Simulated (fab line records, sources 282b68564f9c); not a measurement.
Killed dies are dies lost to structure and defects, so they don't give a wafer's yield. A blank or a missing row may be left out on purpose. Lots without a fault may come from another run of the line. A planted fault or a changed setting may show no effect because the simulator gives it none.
fab line records | flow rit_cmos
record lots=14 wafers=42 last_day=7
route steps=202 shown PSD@142 SDANNEAL@156 SILICIDE@167 CONTACT@180 M1@202
lots that met no fault: from a run of the same line without faults
start_h: hours from the record's first day to the start of the lot's first wafer shown | wait_h: hours since the lot's step before | " the same as in the row above | L1.1+2: a row that stands for several wafers | - no value, or no start given | * or withheld: withheld | < > ~ a bound
route shown NAME@n: a module of which the file shows steps, and the number in the route of the first | usual: mean/standard deviation of fault-free wafers | same: alike in all rows | chamber/n: place in a boat | sites: the reading at each site | _std_site: their standard deviation | _edge_site: outer sites' mean less inner sites' | radius_mm: how far each site lies from the wafer's centre | mask NAME#n: copy n | behind: the tool/chamber that last shaped the wafer | hold: why the lot was held/for how many hours/how that ended | device: the transistor (n, p or np) that didn't switch | end of line: the same wafers' tests at the end of the route | a step without rows: its recipe alone | killed: dies lost to structure and defects at the first sort, not the wafer's yield | map: a wafer's dies, x killed, . not, _ none there
set.NAME: the setting as run; set.NAME@STEP: as run at that earlier step | model.NAME: the simulator's own value behind a step, which no gauge read
steps of the route over a sample of lots; a table a step, a row a wafer
services: from which hour (start_h, from the record's first day; less than 0 if before it) a tool's chamber was out of use, for how many hours, and why
## steps
# step RIT_PSD_HMDS_00
# recipe prime_time_s=60 prime_temp_c=140
# usual exhaust_pa=44.9/0.84 prime_temp_c=139.97/0.14
# same prime_time_s=60
# columns lot.wafer tool chamber start_h wait_h exhaust_pa prime_temp_c
L733.1 litho_track-01 0 56.06 0.1 44.9 140.07
L733.3 " 0 " " 43.9 139.91
L733.6 " 0 " " 44.8 140.02
L734.2 litho_track-03 0 62.23 0.1 44.3 139.94
L734.3 " 0 " " 45.5 140.01
L734.6 " 0 " " 46.0 139.96
L735.1 litho_track-03 0 68.15 0.1 45.5 140.17
L735.2 " 0 " " 45.5 139.96
L735.4 " 0 " " 46.8 140.10
L738.3 litho_track-02 0 88.63 0.1 45.6 139.97
L738.4 " 0 " " 45.6 139.96
L738.6 " 0 " " 45.4 140.04
L739.2 litho_track-02 0 91.46 0.1 45.3 140.00
L739.5 " 0 " " 45.1 139.92
L739.6 " 0 " " 43.5 139.88
L742.3 litho_track-02 0 102.29 0.1 44.7 139.79
L742.5 " 0 " " 44.9 139.76
L742.6 " 0 " " 45.1 140.02
L746.2 litho_track-01 0 122.71 0.1 45.4 140.15
L746.3 " 0 " " 46.2 140.06
L746.5 " 0 " " 44.8 140.13
L747.1 litho_track-02 0 124.12 0.1 43.7 139.73
L747.3 " 0 " " 46.1 140.13
L747.5 " 0 " " 46.2 140.11
L748.1 litho_track-02 0 129.09 0.1 44.9 133.10
L748.3 " 0 " " 44.6 132.99
L748.5 " 0 " " 45.6 133.05
L749.4 litho_track-02 0 132.83 0.1 45.8 133.13
L749.5 " 0 " " 44.3 132.95
L749.6 " 0 " " 45.4 133.11
L751.2 litho_track-03 0 147.40 0.1 44.8 140.15
L751.3 " 0 " " 44.7 139.94
L751.4 " 0 " " 44.0 139.77
L752.1 litho_track-01 0 148.74 0.1 44.6 139.75
L752.3 " 0 " " 47.0 139.62
L752.6 " 0 " " 47.1 139.69
L753.4 litho_track-01 0 150.78 0.1 44.7 140.03
L753.5 " 0 " " 44.5 140.09
L753.6 " 0 " " 45.1 139.93
L755.1 litho_track-01 0 164.44 0.1 46.6 139.94
L755.3 " 0 " " 45.3 139.95
L755.4 " 0 " " 44.6 139.85
# step RIT_SDANNEAL_RTA_03
# recipe temp_c=1050 time_s=5 idle_temp_c=600 ramp_up_c_per_s=342 ramp_down_c_per_s=171 cool_to_c=600 ambient=N2
# usual wafer_temp_C_max=1053.6/1.3
# columns lot.wafer tool chamber start_h wait_h wafer_temp_C_max
L733.1 rtp_anneal-02 0 57.85 0.0 1053.1
L733.3 " 0 " " 1052.8
L733.6 " 0 " " 1054.5
L734.2 rtp_anneal-01 0 64.02 0.0 1053.8
L734.3 " 0 " " 1054.4
L734.6 " 0 " " 1052.5
L735.1 rtp_anneal-02 0 69.97 0.0 1054.9
L735.2 " 0 " " 1053.0
L735.4 " 0 " " 1053.9
L738.3 rtp_anneal-01 0 90.51 0.0 1055.7
L738.4 " 0 " " 1055.5
L738.6 " 0 " " 1053.8
L739.2 rtp_anneal-02 0 93.38 0.0 1053.2
L739.5 " 0 " " 1053.3
L739.6 " 0 " " 1051.9
L742.3 rtp_anneal-01 0 104.26 0.0 1053.8
L742.5 " 0 " " 1053.1
L742.6 " 0 " " 1053.2
L746.2 rtp_anneal-01 0 124.63 0.0 1053.0
L746.3 " 0 " " 1054.3
L746.5 " 0 " " 1053.7
L747.1 rtp_anneal-02 0 126.05 0.0 1053.5
L747.3 " 0 " " 1054.4
L747.5 " 0 " " 1054.8
L748.1 rtp_anneal-01 0 131.07 0.0 1053.0
L748.3 " 0 " " 1053.9
L748.5 " 0 " " 1052.1
L749.4 rtp_anneal-02 0 134.75 0.1 1052.0
L749.5 " 0 " " 1054.5
L749.6 " 0 " " 1053.8
L751.2 rtp_anneal-02 0 149.18 0.0 1053.8
L751.3 " 0 " " 1053.5
L751.4 " 0 " " 1054.8
L752.1 rtp_anneal-01 0 150.57 0.0 1055.9
L752.3 " 0 " " 1053.7
L752.6 " 0 " " 1052.8
L753.4 rtp_anneal-02 0 152.59 0.0 1051.9
L753.5 " 0 " " 1053.7
L753.6 " 0 " " 1055.6
L755.1 rtp_anneal-02 0 166.23 0.0 1052.8
L755.3 " 0 " " 1054.6
L755.4 " 0 " " 1053.9
# step RIT_SILICIDE_RTA_06
# recipe temp_c=750 time_s=10 idle_temp_c=25 ramp_up_s=5 ramp_down_s=10 cool_to_c=25 ambient=N2
# usual wafer_temp_C_max=753.2/1.4
# columns lot.wafer tool chamber start_h wait_h wafer_temp_C_max
L733.1 rtp_anneal-02 0 58.84 0.0 754.6
L733.3 " 0 " " 753.1
L733.6 " 0 " " 754.5
L734.2 rtp_anneal-01 0 65.01 0.0 751.6
L734.3 " 0 " " 751.9
L734.6 " 0 " " 751.9
L735.1 rtp_anneal-02 0 70.96 0.0 756.9
L735.2 " 0 " " 755.2
L735.4 " 0 " " 753.9
L738.3 rtp_anneal-01 0 91.50 0.0 751.9
L738.4 " 0 " " 752.1
L738.6 " 0 " " 752.4
L739.2 rtp_anneal-02 0 94.37 0.0 753.8
L739.5 " 0 " " 754.2
L739.6 " 0 " " 755.7
L742.3 rtp_anneal-01 0 105.25 0.0 752.1
L742.5 " 0 " " 751.7
L742.6 " 0 " " 752.1
L746.2 rtp_anneal-01 0 125.62 0.0 751.8
L746.3 " 0 " " 752.6
L746.5 " 0 " " 752.5
L747.1 rtp_anneal-02 0 127.04 0.0 753.6
L747.3 " 0 " " 753.9
L747.5 " 0 " " 754.6
L748.1 rtp_anneal-01 0 132.13 0.0 751.8
L748.3 " 0 " " 752.1
L748.5 " 0 " " 752.8
L749.4 rtp_anneal-02 0 135.81 0.1 753.6
L749.5 " 0 " " 755.0
L749.6 " 0 " " 753.2
L751.2 rtp_anneal-02 0 150.18 0.0 753.3
L751.3 " 0 " " 754.8
L751.4 " 0 " " 754.4
L752.1 rtp_anneal-01 0 151.56 0.0 752.2
L752.3 " 0 " " 752.2
L752.6 " 0 " " 751.9
L753.4 rtp_anneal-02 0 153.58 0.0 753.8
L753.5 " 0 " " 754.4
L753.6 " 0 " " 753.1
L755.1 rtp_anneal-02 0 167.21 0.0 754.1
L755.3 " 0 " " 755.6
L755.4 " 0 " " 753.5
# step RIT_CONTACT_STRIP_12
# recipe chemistry=O2 time_s=180 resist=NOVOLAK platen_temp_c=withheld power_w=500 pressure_mtorr=4000 o2_flow_sccm=4000
# usual drypump_motor_current_A=5.72/0.27
# columns lot.wafer tool chamber start_h wait_h drypump_motor_current_A rf_hours_counter_h
L733.1 plasma_asher-04 0 60.49 0.1 5.26 42
L733.3 " 0 " " 5.21 -
L733.6 " 1 " " 5.81 -
L734.2 plasma_asher-03 0 66.77 0.1 5.41 42
L734.3 " 0 " " 5.39 -
L734.6 " 0 " " 5.39 -
L735.1 plasma_asher-03 1 72.60 0.1 5.74 43
L735.2 " 0 " " 5.35 43
L735.4 " 1 " " 5.73 -
L738.3 plasma_asher-04 1 93.54 0.2 5.78 -
L738.4 " 0 " " 5.21 -
L738.6 " 1 " " 5.77 -
L739.2 plasma_asher-02 1 96.44 0.1 6.03 30
L739.5 " 0 " " 5.77 -
L739.6 " 1 " " 6.02 -
L742.3 plasma_asher-02 0 107.14 0.2 5.79 -
L742.5 " 0 " " 5.77 -
L742.6 " 1 " " 6.00 -
L746.2 plasma_asher-02 0 127.25 0.1 5.77 34
L746.3 " 0 " " 5.77 -
L746.5 " 0 " " 5.76 -
L747.1 plasma_asher-03 0 128.68 0.1 5.34 1
L747.3 " 0 " " 5.36 -
L747.5 " 1 " " 5.71 -
L748.1 plasma_asher-04 1 133.92 0.1 5.82 50
L748.3 " 1 " " 5.80 -
L748.5 " 1 " " 5.84 -
L749.4 plasma_asher-02 1 137.64 0.2 6.03 -
L749.5 " 1 " " 6.03 -
L749.6 " 0 " " 5.79 -
L751.2 plasma_asher-02 1 151.93 0.1 6.02 37
L751.3 " 0 " " 5.76 -
L751.4 " 1 " " 6.03 -
L752.1 plasma_asher-04 1 153.21 0.1 5.80 52
L752.3 " 0 " " 5.24 -
L752.6 " 1 " " 5.79 -
L753.4 plasma_asher-03 1 155.38 0.2 5.73 -
L753.5 " 0 " " 5.42 -
L753.6 " 1 " " 5.75 -
L755.1 plasma_asher-02 1 168.98 0.1 6.00 38
L755.3 " 0 " " 5.78 -
L755.4 " 1 " " 6.01 -
# step RIT_M1_PROBE_99
# usual killed_at_contacts=0.1/0.37 killed_at_front_end=6.9/2.9 killed_dies=7.1/2.9 killed_on_rim=1.9/1.4 killed_open=3.3/1.8 killed_short=3.6/2.2
# same gross_dies=264 killed_at_M0_to_M3=0 killed_at_M4_up=0 killed_at_back_side=0 killed_at_other=0
# columns lot.wafer tool chamber start_h wait_h killed_at_contacts killed_at_front_end killed_dies killed_on_rim killed_open killed_short
L734.2 prober-02 - 71.74 0.1 0 7 7 1 3 4
L734.3 prober-02 - 71.79 0.2 0 12 12 5 4 8
L734.6 prober-02 - 71.94 0.2 0 9 9 4 2 7
L735.1 prober-01 - 77.51 0.1 0 6 6 0 4 2
L735.2 prober-01 - 77.56 0.1 0 8 8 1 4 4
L735.4 prober-01 - 77.66 0.2 0 4 4 0 3 1
L738.3 prober-02 - 98.75 0.2 0 7 7 2 2 5
L738.4 prober-02 - 98.80 0.2 0 7 7 1 2 5
L738.6 prober-02 - 98.90 0.2 0 2 2 1 1 1
L742.3 prober-02 - 111.93 0.2 1 7 8 3 5 2
L742.5 prober-02 - 112.03 0.2 0 6 6 2 2 4
L742.6 prober-02 - 112.08 0.2 1 12 13 3 6 6
L747.1 prober-01 - 133.47 0.1 0 6 6 2 4 2
L747.3 prober-01 - 133.57 0.2 0 5 5 2 1 4
L747.5 prober-01 - 133.67 0.2 0 4 4 1 2 2
L748.1 prober-02 - 138.84 0.1 0 10 10 1 5 5
L748.3 prober-02 - 138.94 0.2 0 3 3 0 1 2
L748.5 prober-02 - 139.04 0.2 0 5 5 2 5 0
L749.4 prober-01 - 142.84 0.2 0 8 8 5 6 2
L749.5 prober-01 - 142.89 0.2 0 6 6 1 2 4
L749.6 prober-01 - 142.94 0.2 0 7 7 1 4 3
L751.2 prober-01 - 156.71 0.1 0 14 14 1 3 11
L751.3 prober-01 - 156.76 0.2 2 12 14 1 4 9
L751.4 prober-01 - 156.81 0.2 1 8 9 0 4 4
# killed by level:class
L734.2 GATE:geometric_particle:short=3 GATE:geometric_particle:open=2 SPACER:geometric_particle:short=1 SILICIDE:geometric_particle:open=1
L734.3 GATE:geometric_particle:short=3 FOX2:geometric_particle:short=2 GATE:geometric_particle:open=2 FOX1:geometric_particle:short=1 REOX:geometric_particle:open=1 REOX:geometric_particle:short=1 SPACER:geometric_particle:open=1 SILICIDE:geometric_particle:short=1
L734.6 GATE:geometric_particle:short=5 GATE:geometric_particle:open=2 ACTIVE:geometric_particle:short=1 SILICIDE:geometric_particle:short=1
L735.1 GATE:geometric_particle:open=2 REOX:geometric_particle:short=1 SPACER:geometric_particle:short=1 SPACER:geometric_particle:open=1 SILICIDE:geometric_particle:open=1
L735.2 REOX:geometric_particle:short=3 GATE:geometric_particle:open=1 FOX2:geometric_particle:open=1 GATE:geometric_particle:short=1 SPACER:geometric_particle:open=1 SILICIDE:geometric_particle:open=1
L735.4 REOX:geometric_particle:open=2 GATE:geometric_particle:short=1 SILICIDE:geometric_particle:open=1
L738.3 GATE:geometric_particle:short=2 FOX1:geometric_particle:short=1 FOX2:geometric_particle:open=1 REOX:geometric_particle:short=1 REOX:geometric_particle:open=1 SPACER:geometric_particle:short=1
L738.4 GATE:geometric_particle:short=2 REOX:geometric_particle:short=2 GATE:geometric_particle:open=1 REOX:geometric_particle:open=1 SILICIDE:geometric_particle:short=1
L738.6 FOX1:geometric_particle:short=1 REOX:geometric_particle:open=1
L742.3 FOX1:geometric_particle:open=2 GATE:geometric_particle:open=2 FOX1:geometric_particle:short=1 CONTACT:coat_microbubble_printed=1 GATE:geometric_particle:short=1 REOX:geometric_particle:open=1
L742.5 FOX1:geometric_particle:short=1 FOX1:geometric_particle:open=1 GATE:geometric_particle:short=1 GATE:geometric_particle:open=1 REOX:geometric_particle:short=1 SPACER:geometric_particle:short=1
L742.6 FOX1:geometric_particle:short=3 GATE:geometric_particle:short=2 FOX1:geometric_particle:open=1 FOX2:geometric_particle:open=1 GATE:geometric_particle:open=1 REOX:geometric_particle:short=1 REOX:geometric_particle:open=1 SPACER:geometric_particle:open=1
L747.1 GATE:geometric_particle:open=3 FOX2:geometric_particle:short=2 FOX2:geometric_particle:open=1
L747.3 FOX2:geometric_particle:short=3 REOX:geometric_particle:open=1 REOX:geometric_particle:short=1
L747.5 GATE:geometric_particle:open=2 SPACER:geometric_particle:short=2
L748.1 GATE:geometric_particle:open=4 GATE:geometric_particle:short=4 FOX1:geometric_particle:open=1 SILICIDE:geometric_particle:short=1
L748.3 REOX:geometric_particle:short=1 SILICIDE:geometric_particle:short=1 SILICIDE:geometric_particle:open=1
L748.5 FOX1:geometric_particle:open=2 GATE:geometric_particle:open=1 REOX:geometric_particle:open=1 SPACER:geometric_particle:open=1
L749.4 SILICIDE:geometric_particle:open=2 FOX1:geometric_particle:open=1 GATE:geometric_particle:short=1 GATE:geometric_particle:open=1 REOX:geometric_particle:open=1 SPACER:geometric_particle:short=1 SPACER:geometric_particle:open=1
L749.5 GATE:geometric_particle:short=3 FOX2:geometric_particle:short=1 GATE:geometric_particle:open=1 REOX:geometric_particle:open=1
L749.6 REOX:geometric_particle:open=2 FOX1:geometric_particle:short=1 GATE:geometric_particle:short=1 GATE:geometric_particle:open=1 SPACER:geometric_particle:short=1 SPACER:geometric_particle:open=1
L751.2 GATE:geometric_particle:short=5 SILICIDE:geometric_particle:short=3 REOX:geometric_particle:short=2 FOX1:geometric_particle:short=1 REOX:geometric_particle:open=1 SPACER:geometric_particle:open=1 SILICIDE:geometric_particle:open=1
L751.3 GATE:geometric_particle:short=3 GATE:geometric_particle:open=2 SPACER:geometric_particle:short=2 SILICIDE:geometric_particle:short=2 REOX:geometric_particle:short=1 SPACER:geometric_particle:open=1 SILICIDE:geometric_particle:open=1 CONTACT:geometric_particle:short=1
L751.4 GATE:geometric_particle:open=2 FOX1:geometric_particle:short=1 GATE:geometric_particle:short=1 REOX:geometric_particle:short=1 SPACER:geometric_particle:short=1 SPACER:geometric_particle:open=1 SILICIDE:geometric_particle:open=1 CONTACT:coat_microbubble_printed=1
## services
# columns tool chamber start_h hours kind
plasma_asher-02 - 58.08 9.8 repair
plasma_asher-02 - 67.84 9.9 pm
plasma_asher-04 - 94.35 2.1 repair
plasma_asher-04 - 100.74 0.8 repair
plasma_asher-03 - 108.75 9.0 pm
plasma_asher-03 0 108.75 9.0 vent_cycle
plasma_asher-03 1 108.75 9.0 vent_cycle
plasma_asher-03 0 117.75 - clean
plasma_asher-03 1 117.75 - clean
## key
first_sign step=RIT_PSD_HMDS_00 reading=prime_temp_c direction=down sigmas=49 usual=* struck=*
effect none on later readings
met_at RIT_PSD_HMDS_00
struck_lots L748,L749
tester_left_out L748,L749
not_acting_at RIT_SDANNEAL_RTA_03,RIT_SILICIDE_RTA_06,RIT_CONTACT_STRIP_12
onset_between 124.12 129.09
fault kind=process_parameter_drift tool=litho_track-02 chamber=- onset_h=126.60 steps=RIT_PSD_HMDS_00 channel=prime_temp_c offset=* shape=step end_h=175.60 acts_in=* stated=*
# tester_left_out: of these lots the tester's yield and bins aren't shown, on N5 and GAA mostly nor the transistor test; their killed dies are dies lost to structure and defects alone, not to doping, threshold or leakage, so they don't give the yield
